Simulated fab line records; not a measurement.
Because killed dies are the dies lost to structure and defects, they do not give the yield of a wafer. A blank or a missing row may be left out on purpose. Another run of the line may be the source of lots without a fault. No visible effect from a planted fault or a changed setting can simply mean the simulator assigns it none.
Comparing a struck lot with a sound one + flow rit_cmos + 15 out of 202 route steps
Sound: the wafers L259.2, L259.3, L259.4. Wafers L267.2, L267.4, L267.5 were the ones struck. At the end, the cause is stated.
Order at every step that has rows: each side's tool, ch and its chambers, its first start. Under that, the readings that differ: sound wafers + struck wafers + difference of the means + sigmas: that difference in standard deviations of wafers without a fault.
alike: a reading whose means differ by less than 2 such deviations, as well as words and numbers matching on both sides. not compared: withheld readings; readings where some wafer has no value; bounds like >300 that might hide an equal value; numbers whose values overlap and for which the record gives no deviation.
Wherever a step has rows on one side only, a row that says differs or no value, or a row with sigmas, the two part there. Non-overlapping numbers with no deviation appear without sigmas and do not part them. A reading that every wafer of one side lacks parts them only if that side has two wafers or more.

RIT_CONTACT_CVD_00: deposits SiO2 from TEOS, target thk 400 nm, time 61 s.
  sound on pecvd-02 ch 0,1,2, day 5 11:43; struck on pecvd-04 ch 0,2, day 7 03:01
  alike: heater_power_w
RIT_CONTACT_THK_MEAS_01:
  sound on film_metro-04, day 5 11:47; struck on film_metro-04, day 7 03:05
  alike: CONTACT_TEOS_THK
then, 6 steps without rows for these wafers: RIT_CONTACT_HMDS_02 (prime time 60 s); RIT_CONTACT_COAT_03 (resist thk 1000 nm); RIT_CONTACT_SOFTBAKE_04 (time 60 s); RIT_CONTACT_EXPOSE_05 (exposes mask M11, target cd 1000 nm); RIT_CONTACT_PEB_06; RIT_CONTACT_DEVELOP_07 (develop time 120 s).
RIT_CONTACT_CD_MEAS_08: target cd 1000 nm.
  sound on cd_sem-02, day 5 12:56; struck on cd_sem-02, day 7 04:07
  alike: cd_nm
RIT_CONTACT_OVL_MEAS_09:
  sound on overlay-02, day 5 13:03; struck on overlay-02, day 7 04:13
  alike: CONTACT_OVL
then, 1 step without rows for these wafers: RIT_CONTACT_HARDBAKE_10 (time 60 s).
RIT_CONTACT_ETCH_11: etches SiO2 in CHF3/CF4/Ar, stops on TiSi2, target depth 480 nm, time 320 s.
  sound on rie_diel-04 ch 0,1,2, day 5 13:14; struck on rie_diel-04 ch 0,2,3, day 7 04:24
  alike: drypump_motor_current_A, oes_product_au, throttle_valve_pct
  not compared: rf_hours_counter_h
RIT_CONTACT_STRIP_12: strips in O2, time 180 s.
  sound on plasma_asher-03 ch 0,1, day 5 13:25; struck on plasma_asher-03 ch 1, day 7 04:35
| reading          | sound                | struck               | difference | sigmas      |
|------------------|----------------------|----------------------|------------|-------------|
| run_length_s (s) | 207.87 207.83 208.43 | 291.65 291.77 291.48 | +83.59     | +99 or more |
  alike: drypump_motor_current_A
  not compared: rf_hours_counter_h
RIT_CONTACT_CD_MEAS_90: target cd 1000 nm.
  sound on cd_sem-02, day 5 13:37; struck on cd_sem-01, day 7 04:47
  alike: cd_nm
RIT_M1_PROBE_99:
  sound on prober-01, day 5 19:01; struck on prober-01, day 7 09:41
  alike: killed_at_contacts, killed_at_front_end, killed_dies, killed_open, killed_short

WHERE THEY PART
At RIT_CONTACT_STRIP_12 and nowhere else, as far as this record goes. Later steps at which nothing parts them and some readings are alike: RIT_CONTACT_CD_MEAS_90, RIT_M1_PROBE_99.

WHY: what had been put in by the simulator
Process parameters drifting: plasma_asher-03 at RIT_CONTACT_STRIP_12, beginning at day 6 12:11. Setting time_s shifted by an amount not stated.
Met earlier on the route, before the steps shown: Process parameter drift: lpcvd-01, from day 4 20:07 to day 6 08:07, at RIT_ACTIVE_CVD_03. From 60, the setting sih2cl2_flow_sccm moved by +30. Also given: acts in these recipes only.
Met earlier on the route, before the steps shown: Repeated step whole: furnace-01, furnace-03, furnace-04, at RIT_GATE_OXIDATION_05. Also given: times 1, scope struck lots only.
